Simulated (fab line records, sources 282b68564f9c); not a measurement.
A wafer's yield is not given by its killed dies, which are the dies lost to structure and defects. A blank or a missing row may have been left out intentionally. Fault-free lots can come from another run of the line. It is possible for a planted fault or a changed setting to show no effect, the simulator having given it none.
Split-lot experiment || flow rit_cmos || on a route of 202 steps: 5 lots, 23 wafers read

## THE SPLIT ITSELF
At RIT_PSD_HARDBAKE_07 (time 60 s), the setting temp_c was moved away from the recipe's 140 C on 10 of the 23 wafers read, by -2.6% to +2.7%. This setting was run at the recipe's value on the other wafers.

The reading comes from the split's own step.

## THE READING
NOVOLAK_of_PSD_COAT_01.thk_nm (the simulator's own value, which no gauge read), in nm, at RIT_PSD_HARDBAKE_07 (time 60 s). No usual value for it is given in the file. Here, 13 wafers ran the recipe; their average is 884.3 nm with a standard deviation of 2.3 nm.

{"wafer": "L076.2", "tool, chamber at the split": "litho_track-02, 0", "temp_c as run, C": 136.4, "against the recipe": "-2.6%", "NOVOLAK_of_PSD_COAT_01.thk_nm, nm": 888.1, "against lot-mates on the recipe": "+2.9"}
{"wafer": "L076.3", "tool, chamber at the split": "litho_track-02, 0", "temp_c as run, C": 140, "against the recipe": "recipe", "NOVOLAK_of_PSD_COAT_01.thk_nm, nm": 886.3, "against lot-mates on the recipe": "-"}
{"wafer": "L076.4", "tool, chamber at the split": "litho_track-02, 0", "temp_c as run, C": 140, "against the recipe": "recipe", "NOVOLAK_of_PSD_COAT_01.thk_nm, nm": 885.8, "against lot-mates on the recipe": "-"}
{"wafer": "L076.5", "tool, chamber at the split": "litho_track-02, 0", "temp_c as run, C": 136.4, "against the recipe": "-2.6%", "NOVOLAK_of_PSD_COAT_01.thk_nm, nm": 889.7, "against lot-mates on the recipe": "+4.5"}
{"wafer": "L076.6", "tool, chamber at the split": "litho_track-02, 0", "temp_c as run, C": 140, "against the recipe": "recipe", "NOVOLAK_of_PSD_COAT_01.thk_nm, nm": 883.5, "against lot-mates on the recipe": "-"}
{"wafer": "L077.1", "tool, chamber at the split": "litho_track-04, 0", "temp_c as run, C": 136.9, "against the recipe": "-2.2%", "NOVOLAK_of_PSD_COAT_01.thk_nm, nm": 888.2, "against lot-mates on the recipe": "+6.2"}
{"wafer": "L077.6", "tool, chamber at the split": "litho_track-04, 0", "temp_c as run, C": 136.9, "against the recipe": "-2.2%", "NOVOLAK_of_PSD_COAT_01.thk_nm, nm": 888.2, "against lot-mates on the recipe": "+6.2"}
{"wafer": "L077.2", "tool, chamber at the split": "litho_track-04, 0", "temp_c as run, C": 140, "against the recipe": "recipe", "NOVOLAK_of_PSD_COAT_01.thk_nm, nm": 882.3, "against lot-mates on the recipe": "-"}
{"wafer": "L077.3", "tool, chamber at the split": "litho_track-04, 0", "temp_c as run, C": 136.9, "against the recipe": "-2.2%", "NOVOLAK_of_PSD_COAT_01.thk_nm, nm": 887.2, "against lot-mates on the recipe": "+5.2"}
{"wafer": "L077.4", "tool, chamber at the split": "litho_track-04, 0", "temp_c as run, C": 140, "against the recipe": "recipe", "NOVOLAK_of_PSD_COAT_01.thk_nm, nm": 881.6, "against lot-mates on the recipe": "-"}
{"wafer": "L079.1", "tool, chamber at the split": "litho_track-03, 0", "temp_c as run, C": 143.8, "against the recipe": "+2.7%", "NOVOLAK_of_PSD_COAT_01.thk_nm, nm": 878.1, "against lot-mates on the recipe": -6.8}
{"wafer": "L079.2", "tool, chamber at the split": "litho_track-03, 0", "temp_c as run, C": 140, "against the recipe": "recipe", "NOVOLAK_of_PSD_COAT_01.thk_nm, nm": 885.5, "against lot-mates on the recipe": "-"}
{"wafer": "L079.3", "tool, chamber at the split": "litho_track-03, 0", "temp_c as run, C": 143.8, "against the recipe": "+2.7%", "NOVOLAK_of_PSD_COAT_01.thk_nm, nm": 878.4, "against lot-mates on the recipe": -6.5}
{"wafer": "L079.5", "tool, chamber at the split": "litho_track-03, 0", "temp_c as run, C": 140, "against the recipe": "recipe", "NOVOLAK_of_PSD_COAT_01.thk_nm, nm": 885.3, "against lot-mates on the recipe": "-"}
{"wafer": "L079.6", "tool, chamber at the split": "litho_track-03, 0", "temp_c as run, C": 140, "against the recipe": "recipe", "NOVOLAK_of_PSD_COAT_01.thk_nm, nm": 883.8, "against lot-mates on the recipe": "-"}
{"wafer": "L081.1", "tool, chamber at the split": "litho_track-02, 0", "temp_c as run, C": 136.5, "against the recipe": "-2.5%", "NOVOLAK_of_PSD_COAT_01.thk_nm, nm": 891.1, "against lot-mates on the recipe": "+3.1"}
{"wafer": "L081.3", "tool, chamber at the split": "litho_track-02, 0", "temp_c as run, C": 136.5, "against the recipe": "-2.5%", "NOVOLAK_of_PSD_COAT_01.thk_nm, nm": 891.3, "against lot-mates on the recipe": "+3.3"}
{"wafer": "L081.4", "tool, chamber at the split": "litho_track-02, 0", "temp_c as run, C": 136.5, "against the recipe": "-2.5%", "NOVOLAK_of_PSD_COAT_01.thk_nm, nm": 891.3, "against lot-mates on the recipe": "+3.3"}
{"wafer": "L081.5", "tool, chamber at the split": "litho_track-02, 0", "temp_c as run, C": 140, "against the recipe": "recipe", "NOVOLAK_of_PSD_COAT_01.thk_nm, nm": 888, "against lot-mates on the recipe": "-"}
{"wafer": "L081.6", "tool, chamber at the split": "litho_track-02, 0", "temp_c as run, C": 140, "against the recipe": "recipe", "NOVOLAK_of_PSD_COAT_01.thk_nm, nm": 887.9, "against lot-mates on the recipe": "-"}
{"wafer": "L084.2", "tool, chamber at the split": "litho_track-02, 0", "temp_c as run, C": 140, "against the recipe": "recipe", "NOVOLAK_of_PSD_COAT_01.thk_nm, nm": 880.7, "against lot-mates on the recipe": "-"}
{"wafer": "L084.4", "tool, chamber at the split": "litho_track-02, 0", "temp_c as run, C": 140, "against the recipe": "recipe", "NOVOLAK_of_PSD_COAT_01.thk_nm, nm": 882.4, "against lot-mates on the recipe": "-"}
{"wafer": "L084.6", "tool, chamber at the split": "litho_track-02, 0", "temp_c as run, C": 140, "against the recipe": "recipe", "NOVOLAK_of_PSD_COAT_01.thk_nm, nm": 882.6, "against lot-mates on the recipe": "-"}

THE FIT
A straight line over all 23 wafers: NOVOLAK_of_PSD_COAT_01.thk_nm changes by -2.17 nm for each +1% of temp_c; r = -0.87; the points scatter about the line by 2 nm.
The same after taking each lot's own level away (the mean of its wafers on the recipe; 23 wafers): -1.99 nm for each +1%; r = -0.93; scatter 1.2 nm.
That fit puts the effect of the largest move of temp_c on the reading at 5.4 nm.
The lots' own levels span 881.90 to 887.95 nm, that is 2.7 times the standard deviation above.
The two slopes agree, so the slope changes little with the lot-to-lot level.
Check: -5.29 nm against its lot-mates is what the line predicts for one of the wafers moved furthest among these (+2.7%) when that wafer is left out of the fit. It came out at -6.77 nm against them.

## OTHER SPLITS ON THESE WAFERS
Before the reading, these wafers also passed through other splits. Each is held against what the fit with the lots' levels taken away leaves over:
{"other split on the same wafers": "RIT_PLDD_DEVELOP_05 develop_time_s", "wafers away from the commonest value": 11, "r with NOVOLAK_of_PSD_COAT_01.thk_nm (lot level and that fit taken away)": "+0.06"}
{"other split on the same wafers": "RIT_NSD_COAT_01 spin_rpm", "wafers away from the commonest value": 5, "r with NOVOLAK_of_PSD_COAT_01.thk_nm (lot level and that fit taken away)": -0.22}

## FILE'S OWN FIT
NOVOLAK_of_PSD_COAT_01.thk_nm changes by -1.94 nm for each +1% of temp_c, r = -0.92.
